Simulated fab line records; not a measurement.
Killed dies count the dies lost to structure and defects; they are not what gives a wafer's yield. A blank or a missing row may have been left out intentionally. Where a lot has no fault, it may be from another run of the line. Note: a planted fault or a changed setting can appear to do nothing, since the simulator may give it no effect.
fab line records	flow rit_cmos
[record] lots = 14	wafers = 42	last_day = 7
route steps=202 shown REOX@101 NLDD@112 CONTACT@180 M1@199
lots with no fault: from the same line, run without faults
start_h: hours from the record's opening day to when the first of the lot's shown wafers began	wait_h: time in hours since the lot's previous step	" identical to the entry in the row above	L1.1+2: a single row standing in for several wafers	- no value, or no start given	* or withheld: withheld	< > ~ a bound
route shown NAME@n: a module of which the file shows steps, and the number in the route of the first	usual: average and standard deviation across the fault-free wafers	same: alike in all rows	chamber/n: place in a boat	sites: the reading at each site	_std_site: their standard deviation	_edge_site: outer sites' mean less inner sites'	radius_mm: for every site, how far away it sits from the centre of the wafer	mask NAME#n: copy n	behind: the last tool/chamber to shape the wafer	hold: cause of the lot's hold/its duration in hours/its outcome	device: whichever transistor did not switch (one of n, p or np)	end of line: the tests these same wafers got at the end of their route	a step given without rows: its recipe and nothing more	killed: at the first sort, the dies lost to defects and structure; wafer yield is something else	map: shows each die of a wafer: x if killed, . if not, _ if none is there
set.NAME: the setting that was run; set.NAME@STEP: the one run at that earlier step	model.NAME: the simulator's own value behind a step, which no gauge read
a sample of lots followed through the steps of the route, with each step as a table and each wafer as a row
services: the hour from which a tool's chamber was out of use, counted from the record's first day as start_h (under 0 if before that day), plus the number of hours and why
[[steps]]
[step RIT_REOX_OXIDATION_03]
[recipe] temp_c = 900	ambient = O2	target_thk_a = 252	ox_time_s = 5580
[usual] ox_time_s = 5580/0	spike_tc_load_C = 926/3.6	tube_center_temp_C = 900.00/0.092	zone_power_load_pct = 26.2/2.3
lot.wafer	tool	chamber	start_h	wait_h	ox_time_s	spike_tc_load_C	tube_center_temp_C	zone_power_load_pct
L954.1	furnace-03	0	39.15	0.0	5580	921	900.02	24.4
L954.2	"	0	"	"	5580	921	900.06	24.0
L954.3	"	0	"	"	5580	922	899.98	23.8
L955.2	furnace-03	0	42.10	0.0	5580	921	899.99	24.2
L955.3	"	0	"	"	5580	921	900.00	23.9
L955.4	"	0	"	"	5580	920	899.85	24.0
L956.1	furnace-04	0	49.23	0.0	5580	928	899.96	28.6
L956.2	"	0	"	"	5580	926	900.09	29.3
L956.5	"	0	"	"	5580	929	900.21	29.1
L957.1	furnace-03	0	53.20	0.0	6696	920	899.96	24.7
L957.2	"	0	"	"	6696	921	900.14	24.0
L957.6	"	0	"	"	6696	920	899.94	24.2
L961.1	furnace-04	0	73.43	0.1	5580	928	899.98	29.0
L961.3	"	0	"	"	5580	928	900.21	29.0
L961.4	"	0	"	"	5580	929	900.16	29.1
L962.1	furnace-03	0	77.22	0.0	6696	922	899.83	23.8
L962.3	"	0	"	"	6696	922	899.87	24.1
L962.6	"	0	"	"	6696	921	899.88	24.2
L966.1	furnace-04	0	97.35	0.0	5580	930	900.02	29.2
L966.3	"	0	"	"	5580	927	899.98	29.3
L966.4	"	0	"	"	5580	929	900.12	28.8
L969.1	furnace-04	0	112.42	0.0	5580	929	899.95	29.4
L969.4	"	0	"	"	5580	927	899.94	29.6
L969.6	"	0	"	"	5580	927	900.07	28.9
L972.2	furnace-01	0	128.45	0.8	5580	929	900.04	24.8
L972.4	"	0	"	"	5580	929	899.97	25.4
L972.5	"	0	"	"	5580	930	899.88	24.9
L973.1	furnace-03	0	133.37	0.7	5580	920	900.07	24.2
L973.2	"	0	"	"	5580	922	899.92	24.5
L973.6	"	0	"	"	5580	921	900.02	24.2
L974.1	furnace-03	0	140.12	0.3	5580	923	900.17	24.4
L974.4	"	0	"	"	5580	921	900.13	24.1
L974.6	"	0	"	"	5580	922	899.95	23.9
L975.2	furnace-04	0	144.66	1.5	5580	927	900.01	29.0
L975.3	"	0	"	"	5580	927	900.05	29.4
L975.4	"	0	"	"	5580	927	899.93	29.1
L976.1	furnace-01	0	149.71	0.0	5580	930	899.87	24.9
L976.4	"	0	"	"	5580	930	900.03	24.6
L976.5	"	0	"	"	5580	928	900.05	24.5
L977.3	furnace-04	0	157.05	1.3	5580	927	900.07	29.5
L977.4	"	0	"	"	5580	930	900.01	29.0
L977.6	"	0	"	"	5580	928	899.94	28.6
[step RIT_REOX_THK_MEAS_04]
[recipe] reads = SiO2_of_REOX_OXIDATION_03
[usual] REOX_OXIDE_THK = 25.4/0.5
lot.wafer	tool	chamber	start_h	wait_h	REOX_OXIDE_THK[nm]
L954.1	film_metro-02	-	41.70	0.0	24.8
L954.2	"	-	"	"	24.5
L954.3	"	-	"	"	24.6
L955.2	film_metro-03	-	44.66	0.0	25.5
L955.3	"	-	"	"	25.1
L955.4	"	-	"	"	25.3
L956.1	film_metro-01	-	51.78	0.0	25.3
L956.2	"	-	"	"	25.2
L956.5	"	-	"	"	25.1
L957.1	film_metro-02	-	55.75	0.0	29.0
L957.2	"	-	"	"	28.6
L957.6	"	-	"	"	29.0
L961.1	film_metro-03	-	75.98	0.0	25.7
L961.3	"	-	"	"	25.7
L961.4	"	-	"	"	25.1
L962.1	film_metro-02	-	79.77	0.0	29.3
L962.3	"	-	"	"	29.1
L962.6	"	-	"	"	29.3
L966.1	film_metro-03	-	99.90	0.0	24.7
L966.3	"	-	"	"	25.9
L966.4	"	-	"	"	25.0
L969.1	film_metro-02	-	114.97	0.0	25.0
L969.4	"	-	"	"	25.5
L969.6	"	-	"	"	25.2
L972.2	film_metro-01	-	131.01	0.0	24.8
L972.4	"	-	"	"	24.8
L972.5	"	-	"	"	24.8
L973.1	film_metro-02	-	135.92	0.0	26.1
L973.2	"	-	"	"	26.2
L973.6	"	-	"	"	26.1
L974.1	film_metro-01	-	142.67	0.0	26.2
L974.4	"	-	"	"	26.1
L974.6	"	-	"	"	26.1
L975.2	film_metro-02	-	147.22	0.0	26.0
L975.3	"	-	"	"	26.3
L975.4	"	-	"	"	26.0
L976.1	film_metro-01	-	152.26	0.0	25.0
L976.4	"	-	"	"	25.4
L976.5	"	-	"	"	25.2
L977.3	film_metro-01	-	159.62	0.0	25.2
L977.4	"	-	"	"	24.6
L977.6	"	-	"	"	24.9
[step RIT_NLDD_STRIP_09]
[recipe] chemistry = O2	time_s = 180	resist = NOVOLAK	platen_temp_c = withheld	power_w = 500	pressure_mtorr = 4000	o2_flow_sccm = 4000
[usual] drypump_motor_current_A = 5.47/0.28
lot.wafer	tool	chamber	start_h	wait_h	drypump_motor_current_A	rf_hours_counter_h
L954.1	plasma_asher-04	1	43.07	0.1	5.02	45
L954.2	"	0	"	"	5.41	45
L954.3	"	0	"	"	5.41	-
L955.2	plasma_asher-03	0	46.02	0.1	5.96	43
L955.3	"	0	"	"	5.97	-
L955.4	"	1	"	"	5.44	-
L956.1	plasma_asher-04	0	53.28	0.1	5.42	46
L956.2	"	1	"	"	5.05	46
L956.5	"	1	"	"	5.04	-
L957.1	plasma_asher-02	0	57.14	0.1	5.65	33
L957.2	"	1	"	"	5.53	33
L957.6	"	0	"	"	5.65	-
L961.1	plasma_asher-02	1	77.32	0.1	5.54	35
L961.3	"	1	"	"	5.55	-
L961.4	"	0	"	"	5.62	-
L962.1	plasma_asher-03	1	81.17	0.1	5.43	47
L962.3	"	0	"	"	5.98	-
L962.6	"	1	"	"	5.48	-
L966.1	plasma_asher-04	0	101.26	0.1	5.42	51
L966.3	"	0	"	"	5.43	-
L966.4	"	1	"	"	5.05	-
L969.1	plasma_asher-03	1	116.34	0.1	5.47	48
L969.4	"	0	"	"	5.97	-
L969.6	"	0	"	"	5.99	-
L972.2	plasma_asher-02	0	132.36	0.1	5.62	2
L972.4	"	0	"	"	5.63	-
L972.5	"	0	"	"	5.62	-
L973.1	plasma_asher-04	0	137.16	0.1	5.45	56
L973.2	"	1	"	"	5.02	56
L973.6	"	1	"	"	5.06	-
L974.1	plasma_asher-02	0	144.04	0.1	5.63	3
L974.4	"	1	"	"	5.54	-
L974.6	"	0	"	"	5.64	-
L975.2	plasma_asher-02	0	148.58	0.1	5.62	3
L975.3	"	0	"	"	5.60	-
L975.4	"	1	"	"	5.55	-
L976.1	plasma_asher-04	1	153.69	0.1	5.05	57
L976.4	"	0	"	"	5.44	-
L976.5	"	0	"	"	5.41	-
L977.3	plasma_asher-04	1	160.91	0.1	5.06	-
L977.4	"	0	"	"	5.44	-
L977.6	"	0	"	"	5.44	-
[step RIT_CONTACT_STRIP_12]
[recipe] chemistry = O2	time_s = 180	resist = NOVOLAK	platen_temp_c = withheld	power_w = 500	pressure_mtorr = 4000	o2_flow_sccm = 4000
[usual] drypump_motor_current_A = 5.46/0.28
lot.wafer	tool	chamber	start_h	wait_h	drypump_motor_current_A	rf_hours_counter_h
L954.1	plasma_asher-02	1	53.88	0.1	5.56	33
L954.2	"	0	"	"	5.60	33
L954.3	"	1	"	"	5.54	-
L955.2	plasma_asher-04	1	56.45	0.1	5.02	46
L955.3	"	0	"	"	5.43	-
L955.4	"	1	"	"	5.06	-
L956.1	plasma_asher-04	0	63.74	0.1	5.42	47
L956.2	"	1	"	"	5.05	47
L956.5	"	1	"	"	5.05	-
L957.1	plasma_asher-03	0	67.93	0.1	5.97	45
L957.2	"	1	"	"	5.46	45
L957.6	"	0	"	"	5.97	-
L961.1	plasma_asher-02	1	87.70	0.1	5.54	37
L961.3	"	1	"	"	5.52	-
L961.4	"	0	"	"	5.61	-
L962.1	plasma_asher-04	1	91.84	0.1	5.05	50
L962.3	"	0	"	"	5.43	-
L962.6	"	0	"	"	5.42	-
L966.1	plasma_asher-03	0	112.15	0.1	5.96	47
L966.3	"	0	"	"	5.97	-
L966.4	"	1	"	"	5.48	-
L969.1	plasma_asher-03	1	126.73	0.1	5.46	49
L969.4	"	0	"	"	5.97	-
L969.6	"	1	"	"	5.46	-
L972.2	plasma_asher-03	0	142.64	0.1	5.96	50
L972.4	"	0	"	"	5.96	-
L972.5	"	0	"	"	5.96	-
L973.1	plasma_asher-03	0	147.34	0.1	5.93	50
L973.2	"	1	"	"	5.49	50
L973.6	"	1	"	"	5.50	-
L974.1	plasma_asher-04	0	154.44	0.1	5.44	57
L974.4	"	1	"	"	5.05	-
L974.6	"	1	"	"	5.04	-
L975.2	plasma_asher-03	1	159.05	0.1	5.49	52
L975.3	"	1	"	"	5.46	-
L975.4	"	0	"	"	5.93	-
L976.1	plasma_asher-04	1	164.25	0.1	5.05	58
L976.4	"	0	"	"	5.45	-
L976.5	"	0	"	"	5.43	-
L977.3	plasma_asher-03	1	172.72	0.2	5.49	-
L977.4	"	0	"	"	5.97	-
L977.6	"	1	"	"	5.46	-
[step RIT_M1_CD_MEAS_90]
[recipe] target_cd_nm = 2600
[usual] cd_nm = 2599.9/2.8
lot.wafer	tool	chamber	start_h	wait_h	cd_nm
L954.1	cd_sem-02	-	57.04	0.1	2598.5
L954.2	"	-	"	"	2598.7
L954.3	"	-	"	"	2600.0
L955.2	cd_sem-02	-	59.67	0.1	2602.6
L955.3	"	-	"	"	2600.2
L955.4	"	-	"	"	2598.6
L956.1	cd_sem-02	-	66.80	0.1	2603.5
L956.2	"	-	"	"	2601.8
L956.5	"	-	"	"	2599.6
L957.1	cd_sem-02	-	71.22	0.1	2599.2
L957.2	"	-	"	"	2600.5
L957.6	"	-	"	"	2599.4
L961.1	cd_sem-02	-	90.75	0.1	2600.4
L961.3	"	-	"	"	2599.8
L961.4	"	-	"	"	2597.9
L962.1	cd_sem-01	-	94.90	0.1	2600.5
L962.3	"	-	"	"	2599.4
L962.6	"	-	"	"	2602.4
L966.1	cd_sem-01	-	115.10	0.1	2597.4
L966.3	"	-	"	"	2599.1
L966.4	"	-	"	"	2596.4
L969.1	cd_sem-02	-	129.79	0.1	2597.3
L969.4	"	-	"	"	2597.3
L969.6	"	-	"	"	2597.3
L972.2	cd_sem-01	-	145.59	0.1	2596.1
L972.4	"	-	"	"	2597.6
L972.5	"	-	"	"	2596.3
L973.1	cd_sem-02	-	150.44	0.1	2599.9
L973.2	"	-	"	"	2600.3
L973.6	"	-	"	"	2600.2
L974.1	cd_sem-01	-	157.52	0.1	2597.6
L974.4	"	-	"	"	2597.1
L974.6	"	-	"	"	2596.3
L975.2	cd_sem-01	-	162.00	0.1	2599.4
L975.3	"	-	"	"	2600.9
L975.4	"	-	"	"	2599.5
L976.1	cd_sem-01	-	167.25	0.1	2601.2
L976.4	"	-	"	"	2602.3
L976.5	"	-	"	"	2601.1
L977.3	cd_sem-01	-	175.99	0.1	2600.0
L977.4	"	-	"	"	2601.3
L977.6	"	-	"	"	2600.1
[step RIT_M1_PROBE_99]
[usual] killed_at_contacts = 0.1/0.24	killed_at_front_end = 7/3	killed_dies = 7/3	killed_on_rim = 1.9/1.4	killed_open = 3.2/1.8	killed_short = 3.5/2.1
[same] gross_dies = 264	killed_at_M0_to_M3 = 0	killed_at_M4_up = 0	killed_at_back_side = 0	killed_at_other = 0
lot.wafer	tool	chamber	start_h	wait_h	killed_at_contacts	killed_at_front_end	killed_dies	killed_on_rim	killed_open	killed_short
L954.1	prober-01	-	58.78	0.1	0	8	8	2	4	4
L954.2	prober-01	-	58.83	0.1	0	7	7	1	5	2
L954.3	prober-01	-	58.88	0.2	1	8	9	4	2	7
L955.2	prober-02	-	61.44	0.1	0	8	8	2	2	6
L955.3	prober-02	-	61.49	0.2	0	9	9	2	5	4
L955.4	prober-02	-	61.54	0.2	0	5	5	2	2	3
L956.1	prober-01	-	68.54	0.1	0	2	2	2	1	1
L956.2	prober-01	-	68.59	0.1	0	6	6	2	1	5
L956.5	prober-01	-	68.74	0.2	0	2	2	0	2	0
L957.1	prober-02	-	72.96	0.1	1	6	7	3	4	3
L957.2	prober-02	-	73.01	0.1	0	6	6	1	2	4
L957.6	prober-02	-	73.21	0.2	0	9	9	3	5	4
L961.1	prober-01	-	92.49	0.1	0	22	22	3	8	14
L961.3	prober-01	-	92.59	0.2	0	15	15	5	5	10
L961.4	prober-01	-	92.64	0.2	0	10	10	0	3	7
L962.1	prober-02	-	96.64	0.1	0	4	4	2	2	2
L962.3	prober-02	-	96.74	0.2	0	6	6	2	4	2
L962.6	prober-02	-	96.89	0.2	0	8	8	1	6	2
L966.1	prober-02	-	116.84	0.1	0	12	12	6	6	6
L966.3	prober-02	-	116.94	0.2	1	11	12	4	5	7
L966.4	prober-02	-	116.99	0.2	0	13	13	4	6	7
L969.1	prober-01	-	132.62	0.1	0	8	8	2	5	3
L969.4	prober-01	-	132.77	0.2	0	6	6	1	3	3
L969.6	prober-01	-	132.87	0.2	0	7	7	2	0	7
L972.2	prober-02	-	147.91	0.1	0	7	7	3	1	6
L972.4	prober-02	-	148.01	0.2	0	4	4	2	4	0
L972.5	prober-02	-	148.06	0.2	0	13	13	4	6	7
L973.1	prober-01	-	152.91	0.1	0	9	9	0	5	4
L973.2	prober-01	-	152.96	0.1	0	6	6	2	1	5
L973.6	prober-01	-	153.16	0.2	0	3	3	1	1	2
L974.1	prober-02	-	159.47	0.1	0	7	7	3	4	3
L974.4	prober-02	-	159.62	0.2	0	11	11	1	4	7
L974.6	prober-02	-	159.72	0.2	0	7	7	4	2	5
L975.2	prober-01	-	163.77	0.1	0	5	5	0	4	1
L975.3	prober-01	-	163.82	0.2	0	6	6	2	2	4
L975.4	prober-01	-	163.87	0.2	1	5	6	2	3	3
L976.1	prober-02	-	168.99	0.1	0	6	6	1	4	2
L976.4	prober-02	-	169.14	0.2	0	5	5	2	3	2
L976.5	prober-02	-	169.19	0.2	0	10	10	3	5	5
L977.3	prober-01	-	177.79	0.2	0	3	3	1	1	2
L977.4	prober-01	-	177.84	0.2	0	3	3	1	2	1
L977.6	prober-01	-	177.94	0.2	0	8	8	1	5	3
// killed by level:class
L954.1 FOX1:geometric_particle:short=2 FOX1:geometric_particle:open=2 GATE:geometric_particle:open=2 ACTIVE:geometric_particle:short=1 SPACER:geometric_particle:short=1
L954.2 SPACER:geometric_particle:open=3 FOX1:geometric_particle:open=2 GATE:geometric_particle:short=1 SPACER:geometric_particle:short=1
L954.3 GATE:geometric_particle:short=3 FOX1:geometric_particle:short=2 SPACER:geometric_particle:short=2 SPACER:geometric_particle:open=1 CONTACT:geometric_particle:open=1
L955.2 GATE:geometric_particle:short=5 FOX2:geometric_particle:open=1 SPACER:geometric_particle:open=1 SILICIDE:geometric_particle:short=1
L955.3 GATE:geometric_particle:open=3 SPACER:geometric_particle:open=2 FOX1:geometric_particle:short=1 FOX2:geometric_particle:short=1 GATE:geometric_particle:short=1 REOX:geometric_particle:short=1
L955.4 GATE:geometric_particle:open=2 FOX1:geometric_particle:short=1 FOX2:geometric_particle:short=1 SPACER:geometric_particle:short=1
L956.1 GATE:geometric_particle:short=1 GATE:geometric_particle:open=1
L956.2 SPACER:geometric_particle:short=3 FOX2:geometric_particle:short=1 GATE:geometric_particle:short=1 REOX:geometric_particle:open=1
L956.5 FOX2:geometric_particle:open=1 REOX:geometric_particle:open=1
L957.1 FOX1:geometric_particle:open=3 FOX2:geometric_particle:short=1 GATE:geometric_particle:open=1 GATE:geometric_particle:short=1 CONTACT:geometric_particle:short=1
L957.2 FOX1:geometric_particle:open=1 FOX1:geometric_particle:short=1 FOX2:geometric_particle:short=1 GATE:geometric_particle:open=1 SPACER:geometric_particle:short=1 SILICIDE:geometric_particle:short=1
L957.6 FOX1:geometric_particle:open=2 GATE:geometric_particle:open=2 GATE:geometric_particle:short=2 FOX1:geometric_particle:short=1 SPACER:geometric_particle:open=1 SILICIDE:geometric_particle:short=1
L961.1 GATE:geometric_particle:short=7 GATE:geometric_particle:open=5 FOX1:geometric_particle:short=4 FOX2:geometric_particle:open=1 FOX2:geometric_particle:short=1 REOX:geometric_particle:open=1 SILICIDE:geometric_particle:open=1 SPACER:geometric_particle:short=1
L961.3 GATE:geometric_particle:short=7 GATE:geometric_particle:open=3 FOX1:geometric_particle:open=2 REOX:geometric_particle:short=1 SPACER:geometric_particle:short=1 SILICIDE:geometric_particle:short=1
L961.4 GATE:geometric_particle:short=3 FOX1:geometric_particle:short=2 FOX1:geometric_particle:open=2 GATE:geometric_particle:open=1 SPACER:geometric_particle:short=1 SILICIDE:geometric_particle:short=1
L962.1 SILICIDE:geometric_particle:short=2 FOX1:geometric_particle:open=1 GATE:geometric_particle:open=1
L962.3 GATE:geometric_particle:open=2 GATE:geometric_particle:short=2 FOX1:geometric_particle:open=1 SPACER:geometric_particle:open=1
L962.6 GATE:geometric_particle:open=2 REOX:geometric_particle:open=2 GATE:geometric_particle:short=1 REOX:geometric_particle:short=1 SPACER:geometric_particle:open=1 SILICIDE:geometric_particle:open=1
L966.1 SPACER:geometric_particle:open=4 GATE:geometric_particle:short=3 GATE:geometric_particle:open=2 SPACER:geometric_particle:short=2 FOX2:geometric_particle:short=1
L966.3 SPACER:geometric_particle:short=3 SPACER:geometric_particle:open=2 FOX1:geometric_particle:open=1 FOX2:geometric_particle:open=1 FOX2:geometric_particle:short=1 GATE:geometric_particle:short=1 GATE:geometric_particle:open=1 REOX:geometric_particle:short=1
L966.4 FOX1:geometric_particle:short=3 FOX1:geometric_particle:open=2 SPACER:geometric_particle:short=2 SILICIDE:geometric_particle:open=2 FOX2:geometric_particle:short=1 GATE:geometric_particle:open=1 REOX:geometric_particle:short=1 SPACER:geometric_particle:open=1
L969.1 GATE:geometric_particle:open=3 GATE:geometric_particle:short=2 REOX:geometric_particle:open=2 FOX2:geometric_particle:short=1
L969.4 REOX:geometric_particle:short=2 FOX2:geometric_particle:open=1 GATE:geometric_particle:open=1 GATE:geometric_particle:short=1 SPACER:geometric_particle:open=1
L969.6 FOX2:geometric_particle:short=3 GATE:geometric_particle:short=2 REOX:geometric_particle:short=2
L972.2 FOX2:geometric_particle:short=4 GATE:geometric_particle:short=2 FOX2:geometric_particle:open=1
L972.4 GATE:geometric_particle:open=2 FOX2:geometric_particle:open=1 SILICIDE:geometric_particle:open=1
L972.5 GATE:geometric_particle:open=3 GATE:geometric_particle:short=3 FOX1:geometric_particle:short=2 SILICIDE:geometric_particle:open=2 FOX2:geometric_particle:open=1 FOX2:geometric_particle:short=1 REOX:geometric_particle:short=1
L973.1 FOX2:geometric_particle:open=3 SPACER:geometric_particle:open=2 FOX1:geometric_particle:short=1 GATE:geometric_particle:short=1 REOX:geometric_particle:short=1 SPACER:geometric_particle:short=1
L973.2 GATE:geometric_particle:short=2 FOX1:geometric_particle:short=1 GATE:geometric_particle:open=1 REOX:geometric_particle:short=1 SILICIDE:geometric_particle:short=1
L973.6 FOX1:geometric_particle:open=1 FOX2:geometric_particle:short=1 REOX:geometric_particle:short=1
L974.1 GATE:geometric_particle:short=3 GATE:geometric_particle:open=2 SILICIDE:geometric_particle:open=2
L974.4 FOX1:geometric_particle:short=2 SILICIDE:geometric_particle:short=2 FOX1:geometric_particle:open=1 FOX2:geometric_particle:short=1 GATE:geometric_particle:short=1 GATE:geometric_particle:open=1 REOX:geometric_particle:open=1 REOX:geometric_particle:short=1
L974.6 FOX1:geometric_particle:open=1 FOX2:geometric_particle:short=1 GATE:geometric_particle:short=1 REOX:geometric_particle:short=1 SPACER:geometric_particle:short=1 SILICIDE:geometric_particle:short=1 SILICIDE:geometric_particle:open=1
L975.2 FOX2:geometric_particle:open=2 FOX1:geometric_particle:short=1 FOX1:geometric_particle:open=1 SPACER:geometric_particle:open=1
L975.3 FOX1:geometric_particle:short=1 GATE:geometric_particle:short=1 REOX:geometric_particle:open=1 SPACER:geometric_particle:open=1 SPACER:geometric_particle:short=1 SILICIDE:geometric_particle:short=1
L975.4 GATE:geometric_particle:open=2 FOX1:geometric_particle:open=1 GATE:geometric_particle:short=1 SPACER:geometric_particle:short=1 CONTACT:geometric_particle:short=1
L976.1 GATE:geometric_particle:open=3 FOX1:geometric_particle:open=1 GATE:geometric_particle:short=1 REOX:geometric_particle:short=1
L976.4 GATE:geometric_particle:open=2 GATE:geometric_particle:short=1 REOX:geometric_particle:short=1 SPACER:geometric_particle:open=1
L976.5 GATE:geometric_particle:open=3 REOX:geometric_particle:short=2 FOX1:geometric_particle:short=1 GATE:geometric_particle:short=1 REOX:geometric_particle:open=1 SPACER:geometric_particle:short=1 SILICIDE:geometric_particle:open=1
L977.3 FOX1:geometric_particle:open=1 GATE:geometric_particle:short=1 REOX:geometric_particle:short=1
L977.4 SPACER:geometric_particle:open=1 SILICIDE:geometric_particle:open=1 SILICIDE:geometric_particle:short=1
L977.6 GATE:geometric_particle:open=2 REOX:geometric_particle:short=2 REOX:geometric_particle:open=2 FOX1:geometric_particle:open=1 GATE:geometric_particle:short=1
[[services]]
tool	chamber	start_h	hours	kind
plasma_asher-03	-	25.21	1.6	repair
plasma_asher-03	-	25.40	3.0	repair
plasma_asher-03	-	60.21	2.8	pm
plasma_asher-03	-	81.50	28.1	pm
plasma_asher-02	-	108.75	9.0	pm
plasma_asher-02	0	108.75	9.0	vent_cycle
plasma_asher-02	1	108.75	9.0	vent_cycle
plasma_asher-02	0	117.75	-	clean
plasma_asher-02	1	117.75	-	clean
plasma_asher-03	-	131.59	9.1	repair
[[key]]
[first_sign] step = RIT_REOX_OXIDATION_03	reading = ox_time_s	direction = up	sigmas = 99+	usual = *	struck = *
[effect] step = RIT_REOX_THK_MEAS_04	reading = REOX_OXIDE_THK	direction = up	sigmas = 7.4	usual = 25.4	struck = 29.1
met_at RIT_REOX_OXIDATION_03
struck_lots L957,L962
tester_left_out L957,L962
not_acting_at RIT_NLDD_STRIP_09,RIT_CONTACT_STRIP_12,RIT_M1_CD_MEAS_90
onset_between 42.10 53.20
[fault] kind = process_parameter_drift	tool = furnace-03	chamber = -	onset_h = 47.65	steps = RIT_REOX_OXIDATION_03	channel = ox_time_s	offset = *	shape = step	end_h = 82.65	acts_in = *	stated = *
// tester_left_out: of these lots the tester's yield and bins aren't shown, on N5 and GAA mostly nor the transistor test; their killed dies are dies lost to structure and defects alone, not to doping, threshold or leakage, so they don't give the yield
